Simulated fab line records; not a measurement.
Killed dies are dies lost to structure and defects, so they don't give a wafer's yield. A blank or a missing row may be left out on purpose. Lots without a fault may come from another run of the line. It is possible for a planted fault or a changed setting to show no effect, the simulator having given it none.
A sampling plan put to the test :: flow berkeleyCmos170 :: one fab line, 15 faults that these records tell of, each judged on the records of the lots that it struck
The plan is the line's own looks: the steps of the route at which a gauge or an inspection reads the wafer and doesn't change it. A look can be judged if struck wafers have a number there and the file gives its usual mean and standard deviation on fault-free wafers. Caught: the struck wafers' mean, at a look after the fault's first step, is 4 or more of those standard deviations (sigma) away from the usual mean. On the tool: the fault's steps, tested the same way using the tool's own readings. If the struck wafers alone have a blank record, or they carry another recipe, that too counts as caught.

THE FAULTS, as the simulator had put them in
1. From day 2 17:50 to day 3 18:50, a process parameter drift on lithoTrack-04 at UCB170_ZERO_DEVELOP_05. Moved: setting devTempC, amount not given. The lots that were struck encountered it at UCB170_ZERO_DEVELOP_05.
2. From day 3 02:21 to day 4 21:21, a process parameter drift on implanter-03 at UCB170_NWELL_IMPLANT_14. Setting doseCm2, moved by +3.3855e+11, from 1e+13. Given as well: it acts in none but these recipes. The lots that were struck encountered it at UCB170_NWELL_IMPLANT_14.
3. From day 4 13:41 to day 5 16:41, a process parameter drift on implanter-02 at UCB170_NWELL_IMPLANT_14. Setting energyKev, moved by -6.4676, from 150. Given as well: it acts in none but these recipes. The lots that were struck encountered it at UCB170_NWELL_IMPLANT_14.
4. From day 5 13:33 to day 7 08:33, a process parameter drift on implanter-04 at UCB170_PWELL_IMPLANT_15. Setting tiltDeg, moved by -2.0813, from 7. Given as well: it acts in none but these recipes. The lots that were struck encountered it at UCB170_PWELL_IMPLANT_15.
5. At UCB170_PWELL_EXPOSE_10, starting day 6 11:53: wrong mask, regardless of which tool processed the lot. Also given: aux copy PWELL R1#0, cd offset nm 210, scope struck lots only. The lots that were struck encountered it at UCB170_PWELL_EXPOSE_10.
6. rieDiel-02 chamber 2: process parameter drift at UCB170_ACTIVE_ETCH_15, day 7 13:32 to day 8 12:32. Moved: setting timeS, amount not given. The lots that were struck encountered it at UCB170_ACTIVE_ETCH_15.
7. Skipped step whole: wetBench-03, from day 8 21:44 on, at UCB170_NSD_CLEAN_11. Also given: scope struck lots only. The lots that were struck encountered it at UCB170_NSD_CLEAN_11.
8. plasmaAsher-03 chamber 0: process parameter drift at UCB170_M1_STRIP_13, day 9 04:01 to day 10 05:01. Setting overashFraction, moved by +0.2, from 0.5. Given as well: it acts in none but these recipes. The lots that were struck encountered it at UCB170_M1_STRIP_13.
9. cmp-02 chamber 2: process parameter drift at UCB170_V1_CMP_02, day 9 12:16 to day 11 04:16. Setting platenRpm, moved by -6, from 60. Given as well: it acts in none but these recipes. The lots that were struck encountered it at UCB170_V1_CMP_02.
10. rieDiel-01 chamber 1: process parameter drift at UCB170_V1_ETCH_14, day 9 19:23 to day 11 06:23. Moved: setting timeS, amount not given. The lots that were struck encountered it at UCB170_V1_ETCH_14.
11. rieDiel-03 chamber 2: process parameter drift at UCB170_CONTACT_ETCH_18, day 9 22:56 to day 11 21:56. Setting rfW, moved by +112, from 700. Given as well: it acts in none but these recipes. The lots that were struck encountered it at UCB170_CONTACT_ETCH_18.
12. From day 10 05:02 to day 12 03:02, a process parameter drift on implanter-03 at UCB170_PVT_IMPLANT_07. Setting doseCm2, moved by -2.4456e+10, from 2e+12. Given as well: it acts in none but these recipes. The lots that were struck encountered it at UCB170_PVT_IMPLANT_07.
13. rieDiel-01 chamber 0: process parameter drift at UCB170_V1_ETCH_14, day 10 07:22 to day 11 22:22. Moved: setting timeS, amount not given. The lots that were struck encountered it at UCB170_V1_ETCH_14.
14. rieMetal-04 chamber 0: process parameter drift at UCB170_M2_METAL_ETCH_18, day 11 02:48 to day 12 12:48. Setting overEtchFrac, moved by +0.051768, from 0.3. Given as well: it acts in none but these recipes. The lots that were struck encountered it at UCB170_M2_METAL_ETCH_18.
15. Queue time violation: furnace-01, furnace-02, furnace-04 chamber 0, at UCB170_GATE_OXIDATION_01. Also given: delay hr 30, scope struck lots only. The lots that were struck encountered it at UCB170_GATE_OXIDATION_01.

WHAT THE PLAN SAW
fault: 1
on the tool itself: developerTempC +6.5 sigma
first look that catches it: none of the 2 looks that can be judged after it
reading, sigma: -
median hours from its first step to that look: -
hours from the fault's start to the first struck lot there: -
judged looks passed uncaught: 2

fault: 2
on the tool itself: doseIonsCm2 +31 sigma
first look that catches it: no look after it can be judged
reading, sigma: -
median hours from its first step to that look: -
hours from the fault's start to the first struck lot there: -
judged looks passed uncaught: 0

fault: 3
on the tool itself: beamEnergyKeV -99 or beyond sigma
first look that catches it: no look after it can be judged
reading, sigma: -
median hours from its first step to that look: -
hours from the fault's start to the first struck lot there: -
judged looks passed uncaught: 0

fault: 4
on the tool itself: tiltDeg -99 or beyond sigma
first look that catches it: no look after it can be judged
reading, sigma: -
median hours from its first step to that look: -
hours from the fault's start to the first struck lot there: -
judged looks passed uncaught: 0

fault: 5
on the tool itself: no reading that can be judged
first look that catches it: no look after it can be judged
reading, sigma: -
median hours from its first step to that look: -
hours from the fault's start to the first struck lot there: -
judged looks passed uncaught: 0

fault: 6
on the tool itself: runLengthS +15 sigma
first look that catches it: no look after it can be judged
reading, sigma: -
median hours from its first step to that look: -
hours from the fault's start to the first struck lot there: -
judged looks passed uncaught: 0

fault: 7
on the tool itself: the tool's record is blank for the struck wafers
first look that catches it: no look after it can be judged
reading, sigma: -
median hours from its first step to that look: -
hours from the fault's start to the first struck lot there: -
judged looks passed uncaught: 0

fault: 8
on the tool itself: oesProductAu -12 sigma
first look that catches it: no look after it can be judged
reading, sigma: -
median hours from its first step to that look: -
hours from the fault's start to the first struck lot there: -
judged looks passed uncaught: 0

fault: 9
on the tool itself: platenRpm -99 or beyond sigma
first look that catches it: no look after it can be judged
reading, sigma: -
median hours from its first step to that look: -
hours from the fault's start to the first struck lot there: -
judged looks passed uncaught: 0

fault: 10
on the tool itself: runLengthS +28 sigma
first look that catches it: no look after it can be judged
reading, sigma: -
median hours from its first step to that look: -
hours from the fault's start to the first struck lot there: -
judged looks passed uncaught: 0

fault: 11
on the tool itself: rfFwdPowerW +45 sigma
first look that catches it: no look after it can be judged
reading, sigma: -
median hours from its first step to that look: -
hours from the fault's start to the first struck lot there: -
judged looks passed uncaught: 0

fault: 12
on the tool itself: doseIonsCm2 -10 sigma
first look that catches it: no look after it can be judged
reading, sigma: -
median hours from its first step to that look: -
hours from the fault's start to the first struck lot there: -
judged looks passed uncaught: 0

fault: 13
on the tool itself: runLengthS -21 sigma
first look that catches it: no look after it can be judged
reading, sigma: -
median hours from its first step to that look: -
hours from the fault's start to the first struck lot there: -
judged looks passed uncaught: 0

fault: 14
on the tool itself: only faintly: oesProductAu -2.3 sigma
first look that catches it: no look after it can be judged
reading, sigma: -
median hours from its first step to that look: -
hours from the fault's start to the first struck lot there: -
judged looks passed uncaught: 0

fault: 15
on the tool itself: under 2 sigma
first look that catches it: no look after it can be judged
reading, sigma: -
median hours from its first step to that look: -
hours from the fault's start to the first struck lot there: -
judged looks passed uncaught: 0
Dash: fault not caught, or number not given in these records.

Caught at a look: 0 of 15. Caught on the tool: 12 of 15. By one or the other: 12 of 15.
Caught on the tool alone: faults 1, 2, 3, 4, 6, 7, 8, 9, 10, 11, 12, 13.
Caught by neither: faults 5, 14, 15.
